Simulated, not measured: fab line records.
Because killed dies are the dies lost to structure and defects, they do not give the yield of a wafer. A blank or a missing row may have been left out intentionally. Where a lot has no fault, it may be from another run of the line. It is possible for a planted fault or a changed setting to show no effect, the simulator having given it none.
Struck lot and sound lot, side by side	flow rit_cmos	16 steps out of a route of 202
Sound: the wafers L641.2, L641.4, L641.5. Wafers struck: L634.3, L634.4, L634.5. The cause is named last.
Order at every step that has rows: each side's tool, ch and its chambers, its first start. Under that, the readings that differ: sound wafers	struck wafers	difference of the means	sigmas: that difference in standard deviations of wafers without a fault.
alike: words and numbers the same on both sides, and readings whose means are apart by under 2 such deviations; not compared: readings that were withheld, readings missing a value for some wafer, numbers with overlapping values and no deviation given by the record, and bounds like >300 which may hide the same value.
The two part at a step that has a row with sigmas, a row that says differs or no value, or rows on one side only. Numbers that have no deviation but don't overlap get no sigmas and don't part them. A reading that every wafer of one side lacks parts them only if that side has two wafers or more.

first, 4 steps without rows for these wafers: RIT_PLDD_SOFTBAKE_02 (time 60 s); RIT_PLDD_EXPOSE_03 (exposes mask M8, target cd 40900 nm); RIT_PLDD_PEB_04; RIT_PLDD_DEVELOP_05 (develop time 50 s).
RIT_PLDD_OVL_MEAS_06:
  struck on overlay-02, day 5 08:47; sound on overlay-02, day 7 13:10
  alike: PLDD_OVL
then, 2 steps without rows for these wafers: RIT_PLDD_HARDBAKE_07 (time 60 s); RIT_PLDD_IMPLANT_08.
RIT_PLDD_STRIP_09: strips in O2, time 180 s.
  sound on plasma_asher-02 ch 0,1, day 7 13:30; struck on plasma_asher-02 ch 0,1, day 5 09:10
  alike: chamber_pressure_mTorr, drypump_motor_current_A
  not compared: rf_hours_counter_h
RIT_PLDD_TW_MEAS_10:
  struck on film_metro-01, day 5 09:19; sound on film_metro-02, day 7 13:41
reading	sound	struck	difference	sigmas
PLDD_TW	2366 2366 2363	2323 2318 2320	-45	-2
then, 3 steps without rows for these wafers: RIT_SPACER_CLEAN_00 (cleans in SC1, time 600 s); RIT_SPACER_CLEAN_01 (cleans in dHF, time 30 s); RIT_SPACER_CLEAN_02 (cleans in SC2, time 600 s).
RIT_SPACER_CVD_03: deposits Si3N4 from SiH2Cl2/NH3, target thk 250 nm, time 3300 s.
  sound on lpcvd-02 ch 1, day 7 14:08; struck on lpcvd-01 ch 1, day 5 09:43
reading	sound	struck	difference	sigmas
spike_tc_centre_C (C)	812.5 811.1 812.3	840.3 837.7 837.9	+26.7	+22
spike_tc_load_C (C)	834.2 831.5 835.0	862.8 862.5 862.4	+29.0	+24
spike_tc_source_C (C)	827 828 830	857 859 859	+30	+9
susceptor_temp_C (C)	809.7 810.3 810.3	837.1 836.9 836.7	+26.8	+71
model.Si3N4_of_SPACER_CVD_03.thk_nm (nm)	254.8 253.6 255.2	398.6 398 395.8	+142.9	
RIT_SPACER_THK_MEAS_04:
  struck on film_metro-04, day 5 11:39; sound on film_metro-04, day 7 16:04
reading	sound	struck	difference	sigmas
SPACER_NITRIDE_THK (nm)	254.7 253.7 255.2	398.9 398.5 396.0	+143.3	+51
RIT_SPACER_ETCHBACK_05: etches Si3N4 in SF6/CHF3, stops on SiO2, target depth 250 nm, time 240 s.
  sound on rie_diel-04 ch 0,1,3, day 7 16:07; struck on rie_diel-04 ch 0,2, day 5 11:41
reading	sound	struck	difference	sigmas
oes_product_au (a.u.)	0.842 0.858 0.863	1.000 0.985 0.980	+0.134	+10
model.Si3N4_of_SPACER_CVD_03.thk_nm (nm)	200.5 199.1 199.2	312.8 313.2 311.9	+113.0	
model.etch.depth_nm (nm)	254.8 253.6 255.2	311.3 307.9 306.4	+54.0	
  alike: chamber_pressure_mTorr, drypump_motor_current_A, throttle_valve_pct
  not compared: rf_hours_counter_h
RIT_M1_PROBE_99:
  struck on prober-02, day 5 23:47; sound on prober-01, day 8 03:28
reading	sound	struck	difference	sigmas
killed_at_front_end	11 10 9	264 264 263	+254	+85
killed_dies	11 10 9	264 264 264	+254	+85
killed_on_rim	3 3 1	70 70 70	+68	+56
  alike: killed_at_contacts, killed_open, killed_short

WHERE THEY PART
First at RIT_PLDD_TW_MEAS_10; last, within this record, at RIT_M1_PROBE_99.

WHY: what the simulator had put in
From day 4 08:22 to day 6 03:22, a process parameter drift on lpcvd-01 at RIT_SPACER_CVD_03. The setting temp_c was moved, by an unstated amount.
